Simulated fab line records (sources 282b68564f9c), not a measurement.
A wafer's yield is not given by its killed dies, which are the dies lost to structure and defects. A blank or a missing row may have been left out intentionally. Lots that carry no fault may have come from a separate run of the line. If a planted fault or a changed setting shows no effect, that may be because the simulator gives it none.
Comparing a struck lot with a sound one	flow ritCmos	14 steps out of a route of 202
Sound: wafers L256.1, L256.2, L256.3. Struck: wafer L260.3 (left out: L260.1, L260.2 of the same lot, which were not struck); the cause appears at the end.
At each step with rows: each side's tool, then ch and its chambers, then its first start. Under that, the readings that differ: sound wafers	struck wafers	difference of the means	sigmas: that difference in standard deviations of wafers without a fault.
alike: a reading whose means differ by less than 2 such deviations, as well as words and numbers matching on both sides. not compared: withheld readings; readings where some wafer has no value; bounds like >300 that might hide an equal value; numbers whose values overlap and for which the record gives no deviation.
The two part at a step that has a row with sigmas, a row that says differs or no value, or rows on one side only. Numbers that don't overlap but have no deviation are shown without sigmas and don't part them. Lack of a reading on every wafer of one side parts them only where that side has two or more wafers.

first, 1 step without rows for these wafers: RIT_ACTIVE_OXIDATION_01 (target thk 46.8 nm, ox time 3360 s).
RIT_ACTIVE_THK_MEAS_02:
  sound: filmMetro-02 at day 2 18:03; struck: filmMetro-02 at day 3 15:16
  alike: ACTIVE_OXIDE_THK
then, 1 step without rows for these wafers: RIT_ACTIVE_CVD_03 (deposits Si3N4 from SiH2Cl2/NH3, target thk 150 nm, time 1500 s).
RIT_ACTIVE_THK_MEAS_04:
  sound: filmMetro-01 at day 2 20:14; struck: filmMetro-02 at day 3 16:45
  alike: ACTIVE_NITRIDE_THK
then, 6 steps without rows for these wafers: RIT_ACTIVE_HMDS_05 (prime time 60 s); RIT_ACTIVE_COAT_06 (resist thk 1000 nm); RIT_ACTIVE_SOFTBAKE_07 (time 60 s); RIT_ACTIVE_EXPOSE_08 (exposes mask M1, target cd 1400 nm); RIT_ACTIVE_PEB_09; RIT_ACTIVE_DEVELOP_10 (develop time 50 s).
RIT_ACTIVE_CD_MEAS_11: the cd target is 1400 nm.
  sound: cdSem-02 at day 2 21:09; struck: cdSem-01 at day 3 17:47
reading	sound	struck	difference	sigmas
cdNm (nm)	1398.7 1398.7 1397.8	1405.2	+6.8	+3
then, 1 step without rows for these wafers: RIT_ACTIVE_HARDBAKE_12 (time 60 s).
RIT_ACTIVE_ETCH_13: etches Si3N4 in SF6, stops on SiO2, time 210 s, target depth 210 nm.
  sound on rieDiel-02 ch 0,1,2, day 2 21:25; struck on rieDiel-02 ch 2, day 3 18:03
reading	sound	struck	difference	sigmas
model.NOVOLAK_of_ACTIVE_COAT_06.thkNm (nm)	666.4 655.2 651.5	550.4	-107.3	
model.SiO2_of_ACTIVE_OXIDATION_01.thkNm (nm)	46.65 45.05 46.11	0	-46	
model.ACTIVE.featureDepthNm (nm)	152.4 152.4 151.2	195.4	+43.4	
  alike: drypumpMotorCurrentA, oesProductAu, rfFwdPowerW, throttleValvePct
  not compared: rfHoursCounterH
RIT_ACTIVE_STRIP_14: strips in O2, time 180 s.
  sound on plasmaAsher-01 ch 0,1, day 2 21:33; struck on plasmaAsher-01 ch 0, day 3 18:11
  alike: drypumpMotorCurrentA
  not compared: rfHoursCounterH

WHERE THEY PART
Only at RIT_ACTIVE_CD_MEAS_11, within this record. Later steps at which nothing parts them and some readings are alike: RIT_ACTIVE_ETCH_13, RIT_ACTIVE_STRIP_14.

WHY: what the simulator had put in
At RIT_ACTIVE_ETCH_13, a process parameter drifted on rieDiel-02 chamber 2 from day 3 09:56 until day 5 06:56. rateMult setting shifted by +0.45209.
